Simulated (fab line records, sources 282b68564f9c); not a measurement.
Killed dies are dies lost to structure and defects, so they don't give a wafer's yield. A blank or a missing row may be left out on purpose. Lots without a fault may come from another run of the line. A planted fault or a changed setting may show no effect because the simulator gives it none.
A struck lot beside a sound one | flow rit_cmos | 21 steps out of a route of 202
Sound: wafers L942.1, L942.2, L942.3. Struck: wafers L957.2, L957.3, L957.4. The cause comes at the end.
At each step with rows: each side's tool, then ch and its chambers, then its first start. Under that, the readings that differ: sound wafers | struck wafers | difference of the means | sigmas: that difference in standard deviations of wafers without a fault.
alike: readings whose means differ by less than 2 such deviations, and words and numbers that are the same on both sides. not compared: withheld readings, readings that some wafer has no value for, bounds like >300 that may hide the same value, and numbers for which the record gives no deviation and whose values overlap.
The two part at a step that has a row with sigmas, a row that says differs or no value, or rows on one side only. Numbers that don't overlap but have no deviation are shown without sigmas and don't part them. A reading that every wafer of one side lacks parts them only if that side has two wafers or more.

first, 6 steps without rows for these wafers: RIT_NRETRO_HMDS_00 (prime time 60 s); RIT_NRETRO_COAT_01 (resist thk 1300 nm); RIT_NRETRO_SOFTBAKE_02 (time 60 s); RIT_NRETRO_EXPOSE_03 (exposes mask M4, target cd 43900 nm); RIT_NRETRO_PEB_04; RIT_NRETRO_DEVELOP_05 (develop time 68 s).
RIT_NRETRO_OVL_MEAS_06:
  sound on overlay-02, day 2 23:10; struck on overlay-01, day 6 01:30
  alike: NRETRO_OVL
then, 2 steps without rows for these wafers: RIT_NRETRO_HARDBAKE_07 (time 120 s); RIT_NRETRO_IMPLANT_08.
RIT_NRETRO_STRIP_09: strips in O2, time 180 s.
  sound on plasma_asher-03 ch 0,1, day 2 23:35; struck on plasma_asher-03 ch 0,1, day 6 01:58
  alike: drypump_motor_current_A
  not compared: rf_hours_counter_h
RIT_NRETRO_TW_MEAS_10:
  sound on film_metro-03, day 2 23:46; struck on film_metro-01, day 6 02:09
  alike: NRETRO_TW
then, 1 step without rows for these wafers: RIT_PRETRO_HMDS_00 (prime time 60 s).
RIT_PRETRO_COAT_01: resist thk 1300 nm.
  sound on litho_track-03 ch 0, day 2 23:59; struck on litho_track-03 ch 0, day 6 02:23
  reading                                     | sound                | struck               | difference | sigmas
  spin_speed_rpm (rpm)                        | 1998.5 1999.8 1998.8 | 2120.6 2122.3 2123.0 | +122.9     | +88
  model.NOVOLAK_of_PRETRO_COAT_01.thk_nm (nm) | 1298 1296 1297       | 1261 1263 1260       | -36        |
  alike: dispense_pressure_kPa
then, 4 steps without rows for these wafers: RIT_PRETRO_SOFTBAKE_02 (time 60 s); RIT_PRETRO_EXPOSE_03 (exposes mask M5, target cd 43700 nm); RIT_PRETRO_PEB_04; RIT_PRETRO_DEVELOP_05 (develop time 68 s).
RIT_PRETRO_OVL_MEAS_06:
  sound on overlay-01, day 3 00:50; struck on overlay-02, day 6 03:31
  alike: PRETRO_OVL
RIT_PRETRO_HARDBAKE_07: time 120 s.
  sound on litho_track-01 ch 0, day 3 00:52; struck on litho_track-01 ch 0, day 6 03:50
  reading                                     | sound          | struck         | difference | sigmas
  model.NOVOLAK_of_PRETRO_COAT_01.thk_nm (nm) | 1135 1133 1134 | 1103 1105 1103 | -30        |
then, 2 steps without rows for these wafers: RIT_PRETRO_IMPLANT_08; RIT_M1_PROBE_99.

WHERE THEY PART
Only at RIT_PRETRO_COAT_01, within this record. Later steps at which nothing parts them and some readings are alike: RIT_PRETRO_OVL_MEAS_06.

WHY: what the simulator had put in
Process parameter drift: litho_track-03, from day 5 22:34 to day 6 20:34, at RIT_PRETRO_COAT_01. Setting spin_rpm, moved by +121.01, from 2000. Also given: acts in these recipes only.
